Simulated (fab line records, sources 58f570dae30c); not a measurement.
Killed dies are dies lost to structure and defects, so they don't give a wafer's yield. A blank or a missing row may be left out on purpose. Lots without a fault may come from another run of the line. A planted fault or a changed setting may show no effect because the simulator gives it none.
Which tool did it? | flow berkeley_cmos170 | 13 lots, 39 wafers sampled, at 5 steps of a route of 331

WHAT THE GAUGES READ, wafer by wafer
UCB170_NSD_CD_MEAS_06: target cd 1200 nm. Usual: cd_nm 1200.0 nm, standard deviation 1.2.
lot  | measured     | on        | cd_nm (nm)           | flag
L897 | day 7 06:58  | cd_sem-01 | 1198.7 1197.9 1197.3 |
L899 | day 7 09:02  | cd_sem-02 | 1200.1 1199.3 1199.3 |
L898 | day 7 09:19  | cd_sem-01 | 1201.7 1200.3 1202.4 |
L900 | day 7 15:14  | cd_sem-02 | 1198.0 1199.5 1198.6 |
L902 | day 8 05:54  | cd_sem-02 | 1200.1 1200.2 1200.0 |
L901 | day 8 06:35  | cd_sem-02 | 1197.4 1198.6 1198.4 |
L909 | day 9 03:13  | cd_sem-01 | 1201.4 1200.9 1202.1 |
L906 | day 9 03:28  | cd_sem-01 | 1199.7 1199.0 1199.5 |
L912 | day 9 20:29  | cd_sem-01 | 1199.4 1200.1 1198.7 |
L914 | day 10 08:14 | cd_sem-02 | 1201.4 1201.2 1201.5 |
L913 | day 10 08:19 | cd_sem-01 | 1200.5 1199.5 1199.5 |
L918 | day 10 18:10 | cd_sem-02 | 1202.3 1202.5 1201.5 |
L919 | day 11 07:59 | cd_sem-02 | 1199.9 1200.1 1199.1 |

UCB170_V1_THK_MEAS_01. Usual: V1_TEOS_THK 2013 nm, standard deviation 32.
lot  | measured     | on            | V1_TEOS_THK (nm) | flag
L897 | day 7 19:21  | film_metro-03 | 2028 2032 2033   |
L899 | day 8 00:47  | film_metro-02 | 1979 2032 1998   |
L898 | day 8 00:47  | film_metro-01 | 2031 2012 2054   |
L900 | day 8 05:23  | film_metro-03 | 1975 2011 2062   |
L902 | day 8 22:29  | film_metro-03 | 1987 2059 2006   |
L901 | day 8 22:29  | film_metro-02 | 2023 1975 2050   |
L909 | day 9 16:37  | film_metro-03 | 1965 2043 2008   |
L906 | day 9 17:50  | film_metro-02 | 1997 1991 1826   |
L912 | day 10 09:48 | film_metro-03 | 1996 1970 1984   |
L914 | day 10 21:17 | film_metro-02 | 2005 2065 2055   |
L913 | day 10 21:17 | film_metro-03 | 2003 1973 2011   |
L918 | day 11 08:20 | film_metro-02 | 2031 2064 2009   |
L919 | day 11 23:02 | film_metro-01 | 1966 1980 1993   |

UCB170_V1_CD_MEAS_12: target cd 700 nm. Usual: cd_nm 699.6 nm, standard deviation 1.3.
lot  | measured     | on        | cd_nm (nm)        | flag
L897 | day 7 21:16  | cd_sem-01 | 701.7 701.7 700.7 |
L899 | day 8 03:15  | cd_sem-02 | 700.9 700.9 700.7 |
L898 | day 8 04:52  | cd_sem-01 | 697.8 698.1 697.6 |
L900 | day 8 07:20  | cd_sem-02 | 698.6 696.8 698.1 |
L902 | day 9 01:18  | cd_sem-02 | 698.8 700.0 697.4 |
L901 | day 9 01:20  | cd_sem-01 | 700.7 698.0 699.5 |
L909 | day 9 19:53  | cd_sem-01 | 698.4 699.3 698.5 |
L906 | day 9 21:23  | cd_sem-02 | 699.9 698.5 699.5 |
L912 | day 10 11:38 | cd_sem-02 | 700.2 699.9 700.7 |
L914 | day 10 23:40 | cd_sem-02 | 700.6 698.9 700.8 |
L913 | day 10 23:29 | cd_sem-01 | 699.7 700.2 699.2 |
L918 | day 11 11:27 | cd_sem-02 | 701.4 701.5 701.5 |
L919 | day 12 00:43 | cd_sem-02 | 699.4 699.9 700.4 |

WHICH TOOL RAN EACH LOT (tool, then ch and the chambers of the sampled wafers, then the start)
lot  | UCB170_CONTACT_STRIP_06              | UCB170_V1_CVD_00
L897 | plasma_asher-04 ch 0,1, day 7 12:10  | pecvd-04 ch 0,1,2, day 7 19:12
L899 | plasma_asher-03 ch 0,1, day 7 14:54  | pecvd-01 ch 1,2, day 8 00:38
L898 | plasma_asher-04 ch 0,1, day 7 15:19  | pecvd-04 ch 0,1,2, day 8 00:38
L900 | plasma_asher-03 ch 0,1, day 7 20:44  | pecvd-02 ch 0,1, day 8 05:14
L902 | plasma_asher-03 ch 0,1, day 8 11:08  | pecvd-02 ch 0,1,2, day 8 22:20
L901 | plasma_asher-01 ch 1, day 8 15:29    | pecvd-01 ch 1,2, day 8 22:20
L909 | plasma_asher-01 ch 1, day 9 09:46    | pecvd-02 ch 0,1, day 9 16:27
L906 | plasma_asher-04 ch 0,1, day 9 09:48  | pecvd-01 ch 0,1,2, day 9 17:41
L912 | plasma_asher-04 ch 0,1, day 10 02:07 | pecvd-04 ch 0,1,2, day 10 09:38
L914 | plasma_asher-04 ch 0,1, day 10 13:52 | pecvd-04 ch 0,1, day 10 21:08
L913 | plasma_asher-03 ch 0,1, day 10 13:52 | pecvd-02 ch 0,1,2, day 10 21:08
L918 | plasma_asher-03 ch 0,1, day 11 00:43 | pecvd-04 ch 0,1,2, day 11 08:13
L919 | plasma_asher-01 ch 0,1, day 11 13:39 | pecvd-02 ch 1,2, day 11 22:52
- UCB170_CONTACT_STRIP_06: strips in O2.
- UCB170_V1_CVD_00: deposits SiO2 from TEOS/O2, target thk 2000 nm, time 250 s.

WHAT THE TOOLS THEMSELVES READ (means of the sampled wafers that have a number; where no wafer has one, the mark that the record gives instead)
UCB170_CONTACT_STRIP_06. Usual: drypump_motor_current_A 5.5 A, standard deviation 0.39; oes_product_au 0.734 a.u., standard deviation 0.0044; strip_time_to_endpoint_s 22.00 s, standard deviation 0.076.
lot  | tool            | drypump_motor_current_A (A) | oes_product_au (a.u.) | strip_time_to_endpoint_s (s) | flag
L897 | plasma_asher-04 | 5.3                         | 0.736                 | 22.08                        |
L899 | plasma_asher-03 | 6.1                         | 0.732                 | 22.04                        |
L898 | plasma_asher-04 | 5.2                         | 0.734                 | 22.01                        |
L900 | plasma_asher-03 | 6.0                         | 0.735                 | 22.08                        |
L902 | plasma_asher-03 | 6.1                         | 0.734                 | 21.97                        |
L901 | plasma_asher-01 | 5.7                         | 0.731                 | 21.91                        |
L909 | plasma_asher-01 | 5.6                         | 0.728                 | 22.01                        |
L906 | plasma_asher-04 | 5.3                         | 0.737                 | 21.94                        |
L912 | plasma_asher-04 | 5.3                         | 0.738                 | 21.93                        |
L914 | plasma_asher-04 | 5.4                         | 0.735                 | 22.11                        |
L913 | plasma_asher-03 | 6.0                         | 0.733                 | 22.00                        |
L918 | plasma_asher-03 | 6.0                         | 0.734                 | 21.92                        |
L919 | plasma_asher-01 | 5.5                         | 0.736                 | 22.10                        |

UCB170_V1_CVD_00. Usual: heater_power_w 248 W, standard deviation 51.
lot  | tool     | heater_power_w (W) | flag
L897 | pecvd-04 | 237                |
L899 | pecvd-01 | 257                |
L898 | pecvd-04 | 248                |
L900 | pecvd-02 | 222                |
L902 | pecvd-02 | 209                |
L901 | pecvd-01 | 238                |
L909 | pecvd-02 | 252                |
L906 | pecvd-01 | 213                |
L912 | pecvd-04 | 223                |
L914 | pecvd-04 | 200                |
L913 | pecvd-02 | 266                |
L918 | pecvd-04 | 198                |
L919 | pecvd-02 | 224                |

THE ANSWER, worked out from the rows above alone
Rule: a lot is off if the mean of its wafers that have a number lies more than 3 standard deviations from the usual mean. A lot without any number at a reading at which 4 lots or more have one is off too. The other lots that the step has rows for count as sound. The gauges are gone through in route order, then the tools' own readings, and for those a lot's mean is taken as printed above. The first step at which some lot is off is used, and at that step the reading that is off furthest; a lot without a number counts as furthest.
No lot is off at any reading shown: from this, nothing can be told.

WHAT THE SIMULATOR HAD PUT IN
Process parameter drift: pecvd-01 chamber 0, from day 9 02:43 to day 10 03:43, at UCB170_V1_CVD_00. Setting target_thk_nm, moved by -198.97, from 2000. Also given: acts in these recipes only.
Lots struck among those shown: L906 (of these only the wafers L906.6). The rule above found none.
